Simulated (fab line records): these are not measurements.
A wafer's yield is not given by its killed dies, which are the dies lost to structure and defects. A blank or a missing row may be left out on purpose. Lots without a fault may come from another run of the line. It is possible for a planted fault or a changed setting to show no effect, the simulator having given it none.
A lot that was struck, set against a sound lot	flow rit cmos	21 steps out of a route of 202
Sound: the wafers L371.1, L371.4, L371.5. The struck wafers were L375.2, L375.3, L375.6. The cause is named last.
Per side, at each step with rows, come the tool, then ch with its chambers, and then its first start. Under that, the readings that differ: sound wafers	struck wafers	difference of the means	sigmas: that difference in standard deviations of wafers without a fault.
alike: readings with means less than 2 such deviations apart, plus words and numbers identical on both sides. not compared: withheld readings, readings lacking a value on some wafer, bounds such as >300 that could conceal the same value, and numbers that have no deviation in the record and whose values overlap.
The two part at a step that has a row with sigmas, a row that says differs or no value, or rows on one side only. Numbers that don't overlap but have no deviation are shown without sigmas and don't part them. A reading missing from all wafers of one side parts the sides only when that side holds two or more wafers.

first, 2 steps without rows for these wafers: RIT_NSD_HARDBAKE_07 (time 60 s); RIT_NSD_IMPLANT_08.
RIT_NSD_STRIP_09: strips in O2, time 180 s.
  sound on plasma asher-01 ch 0,1, day 4 07:28; struck on plasma asher-04 ch 1, day 5 01:29
reading	sound	struck	difference	sigmas
drypump motor current A (A)	4.9 4.9 5.0	5.9 5.9 5.9	+1.0	+2
  not compared: rf hours counter h
RIT_NSD_TW_MEAS_10:
  sound on film metro-03 at day 4 07:39; struck on film metro-01 at day 5 01:40
  alike: NSD_TW
then, 6 steps without rows for these wafers: RIT_PSD_HMDS_00 (prime time 60 s); RIT_PSD_COAT_01 (resist thk 1000 nm); RIT_PSD_SOFTBAKE_02 (time 60 s); RIT_PSD_EXPOSE_03 (exposes mask M10, target cd 40900 nm); RIT_PSD_PEB_04; RIT_PSD_DEVELOP_05 (develop time 51.76 s).
RIT_PSD_OVL_MEAS_06:
  sound on overlay-02 at day 4 08:45; struck on overlay-01 at day 5 02:34
  alike: PSD_OVL
then, 1 step without rows for these wafers: RIT_PSD_HARDBAKE_07 (time 60 s).
RIT_PSD_IMPLANT_08:
  sound on implanter-02 ch 0, day 4 08:56; struck on implanter-02 ch 0, day 5 02:46
reading	sound	struck	difference	sigmas
beam energy keV	27.000 26.999 26.994	25.107 25.110 25.099	-1.892	-99 or more
model.implant.rp nm (nm)	21.68 21.68 21.68	20.21 20.21 20.21	-1.47	
model.implant.drp nm (nm)	12.05 12.05 12.05	11.45 11.45 11.45	-0.60	
RIT_PSD_STRIP_09: strips in O2, time 180 s.
  sound on plasma asher-01 ch 0,1, day 4 09:05; struck on plasma asher-01 ch 0,1, day 5 02:54
  alike: drypump motor current A
  not compared: rf hours counter h
RIT_PSD_TW_MEAS_10:
  sound on film metro-02 at day 4 09:16; struck on film metro-03 at day 5 03:19
reading	sound	struck	difference	sigmas
PSD_TW	3428 3455 3448	3361 3366 3342	-87	-5
  not compared: hold
then, 2 steps without rows for these wafers: RIT_SDANNEAL_CLEAN_01 (cleans in dHF, time 30 s); RIT_SDANNEAL_CLEAN_02 (cleans in SC2, time 600 s).
RIT_SDANNEAL_RTA_03: time 5 s.
  sound on rtp anneal-02 ch 0, day 4 09:41; struck on rtp anneal-02 ch 0, day 5 13:37
  alike: chamber o2 ppm, wafer_temp_C_max
RIT_SDANNEAL_RS_MEAS_04: measures by four-point-probe.
  sound on film metro-02 at day 4 09:45; struck on film metro-03 at day 5 13:59
reading	sound	struck	difference	sigmas
PSD_RS (ohm/sq)	115.7 116.1 116.1	120.7 120.6 120.4	+4.6	+14
  not compared: hold
RIT_SDANNEAL_RS_MEAS_05: measures by four-point-probe.
  sound on film metro-02 at day 4 09:52; struck on film metro-03 at day 5 20:11
reading	sound	struck	difference	sigmas
hold	- - -	await dispo/6.1h/release await dispo/6.1h/release await dispo/6.1h/release	no value on the sound wafers	
  alike: NSD_RS
RIT_M1_PROBE_99:
  sound on prober-01 at day 4 17:05; struck on prober-01 at day 6 03:22
  alike: killed at front end, killed dies, killed open, killed short

## WHERE THEY PART
At RIT_NSD_STRIP_09 first; at RIT_SDANNEAL_RS_MEAS_05 last (within this record only). Later steps at which nothing parts them and some readings are alike: RIT_M1_PROBE_99.

WHY: what had been put in by the simulator
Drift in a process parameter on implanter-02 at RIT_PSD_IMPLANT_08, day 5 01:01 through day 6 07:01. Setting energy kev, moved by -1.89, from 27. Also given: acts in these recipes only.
